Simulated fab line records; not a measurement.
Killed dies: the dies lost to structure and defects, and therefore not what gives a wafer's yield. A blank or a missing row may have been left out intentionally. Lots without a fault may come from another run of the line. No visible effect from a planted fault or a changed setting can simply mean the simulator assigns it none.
Chamber matching :: flow berkeley_cmos170 :: UCB170_V1_CMP_02 on cmp-02: 4 sister chambers
The step polishes SiO2. 6 wafers are shown with their chamber, then 6 later ones without.

== EACH WAFER AND ITS CHAMBER ==
wafer: L431.1
chamber: 3
motor_current_A (A): 14.6
slurry_flow_ml_min: 150.0

wafer: L431.3
chamber: 0
motor_current_A (A): 18.8
slurry_flow_ml_min: 149.6

wafer: L438.6
chamber: 1
motor_current_A (A): 15.4
slurry_flow_ml_min: 150.5

wafer: L447.1
chamber: 2
motor_current_A (A): 15.7
slurry_flow_ml_min: 149.9

wafer: L447.5
chamber: 1
motor_current_A (A): 14.6
slurry_flow_ml_min: 149.7

wafer: L447.6
chamber: 2
motor_current_A (A): 16.2
slurry_flow_ml_min: 149.9

== WAFERS MISSING THEIR CHAMBER ==
wafer: L451.1
motor_current_A (A): 15.1
slurry_flow_ml_min: 150.2

wafer: L451.2
motor_current_A (A): 19.2
slurry_flow_ml_min: 149.7

wafer: L451.6
motor_current_A (A): 16.7
slurry_flow_ml_min: 150.0

wafer: L452.1
motor_current_A (A): 15.1
slurry_flow_ml_min: 150.4

wafer: L452.3
motor_current_A (A): 19.5
slurry_flow_ml_min: 149.8

wafer: L452.6
motor_current_A (A): 19.2
slurry_flow_ml_min: 150.2

== THE CHAMBER EACH PASSED THROUGH ==
wafer: L451.1
from the rows above: can't be placed: 1 or 3 or 2
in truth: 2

wafer: L451.2
from the rows above: 0
in truth: 0

wafer: L451.6
from the rows above: 2
in truth: 2

wafer: L452.1
from the rows above: can't be placed: 1 or 3 or 2
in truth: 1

wafer: L452.3
from the rows above: 0
in truth: 0

wafer: L452.6
from the rows above: 0
in truth: 0
Placed correctly: 4 of 6. Not placeable from these rows: 2 (in 2, the candidates include the true chamber). Wrongly placed: 0.
How it was worked out, from the rows above alone: a wafer's distance from a chamber is the root of the sum, over the readings, of the square of ((its reading less the chamber's mean) divided by the reading's scatter). If the next closest chamber is less than 2 further off than the closest, the wafer can't be placed; otherwise it belongs to the closest. The mean given for a chamber averages the wafers shown for that chamber. The scatter is the square root of a quotient: the sum, over the shown wafers, of each reading's squared deviation from its chamber's mean, divided by wafers minus chambers.
